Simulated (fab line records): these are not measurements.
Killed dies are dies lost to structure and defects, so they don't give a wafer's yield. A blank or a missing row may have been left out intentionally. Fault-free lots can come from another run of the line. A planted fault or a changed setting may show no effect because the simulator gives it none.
Comparing a struck lot with a sound one	flow berkeley_cmos170	17 steps out of a route of 331
Sound: the wafers L649.1, L649.2, L649.3. Wafers struck: L637.2, L637.3, L637.5. At the end, the cause is stated.
For every step that has rows: the tool of each side, followed by ch and its chambers, followed by its first start. Under that, the readings that differ: sound wafers	struck wafers	difference of the means	sigmas: that difference in standard deviations of wafers without a fault.
alike: a reading whose means differ by less than 2 such deviations, as well as words and numbers matching on both sides. not compared: withheld readings; readings where some wafer has no value; bounds like >300 that might hide an equal value; numbers whose values overlap and for which the record gives no deviation.
Wherever a step has rows on one side only, a row that says differs or no value, or a row with sigmas, the two part there. Numbers that have no deviation but don't overlap get no sigmas and don't part them. Lack of a reading on every wafer of one side parts them only where that side has two or more wafers.

first, 1 step without rows for these wafers: UCB170_NWELL_OXIDATION_01 (target thk 26.4 nm, ox time 1260 s).
UCB170_NWELL_THK_MEAS_02:
  struck on film_metro-03, day 2 14:05; sound on film_metro-04, day 5 04:15
  alike: NWELL_OXIDE_THK
then, 2 steps without rows for these wafers: UCB170_NWELL_ANNEAL_03 (time 900 s); UCB170_NWELL_CVD_04 (deposits Si3N4 from SiH2Cl2/NH3, target thk 224 nm, time 3360 s).
UCB170_NWELL_THK_MEAS_05:
  struck on film_metro-03, day 3 01:11; sound on film_metro-04, day 5 12:43
  alike: NWELL_NITRIDE_THK
then, 6 steps without rows for these wafers: UCB170_NWELL_HMDS_06 (prime time 60 s); UCB170_NWELL_COAT_07 (resist thk 900 nm); UCB170_NWELL_SOFTBAKE_08 (time 60 s); UCB170_NWELL_EXPOSE_09 (exposes mask NWELL, target cd 3000 nm); UCB170_NWELL_PEB_10; UCB170_NWELL_DEVELOP_11 (develop time 45 s).
UCB170_NWELL_OVL_MEAS_12:
  struck on overlay-02, day 3 02:28; sound on overlay-01, day 5 14:29
  alike: NWELL_OVL
UCB170_NWELL_ETCH_13: etches Si3N4 in CH3F/Ar/O2, stops on SiO2, target depth 246.4 nm, time 154 s.
  sound on rie_diel-03 ch 0,1,2, day 5 14:32; struck on rie_diel-02 ch 0,1,2, day 3 02:30
reading	sound	struck	difference	sigmas
oes_product_au (a.u.)	0.922 0.940 0.910	0.996 1.007 0.974	+0.068	+4
run_length_s (s)	181.6 182.5 182.8	111.3 112.0 111.5	-70.7	-99 or more
model.etch.depth_nm (nm)	222 223.8 222.6	131.9 131.7 134.6	-90.1	
model.KrF_of_NWELL_COAT_07.thk_nm (nm)	723.4 723.6 723.1	800.6 799.9 799	+76.5	
  alike: drypump_motor_current_A, throttle_valve_pct
  not compared: rf_hours_counter_h
after that, 1 step had no rows for these wafers: UCB170_NWELL_IMPLANT_14.
UCB170_NWELL_STRIP_15: strips in O2.
  sound on plasma_asher-03 ch 0,1, day 5 14:47; struck on plasma_asher-01 ch 0,1, day 3 02:45
reading	sound	struck	difference	sigmas
strip_time_to_endpoint_s (s)	18.08 18.07 18.05	19.91 19.89 19.87	+1.82	+22
  alike: drypump_motor_current_A, oes_product_au
  not compared: rf_hours_counter_h
UCB170_NWELL_TW_MEAS_16:
  struck on film_metro-04, day 3 02:52; sound on film_metro-01, day 5 14:53
reading	sound	struck	difference	sigmas
NWELL_TW	1250 1245 1252	1232 1232 1229	-18	-2
-- the record jumps here: 7 days lie between the struck wafers' starts before and after (it left off in module NWELL and takes up again in module M3, whose first step shown is number 331 of the route) --
UCB170_M3_PROBE_99:
  the record has rows for the struck wafers here (prober-02, day 9 21:46) and none for the sound ones

## WHERE THEY PART
At UCB170_NWELL_ETCH_13 first; at UCB170_M3_PROBE_99 last (within this record only).

WHY: the cause the simulator had injected
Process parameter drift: rie_diel-02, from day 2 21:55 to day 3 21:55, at UCB170_NWELL_ETCH_13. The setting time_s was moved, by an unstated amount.
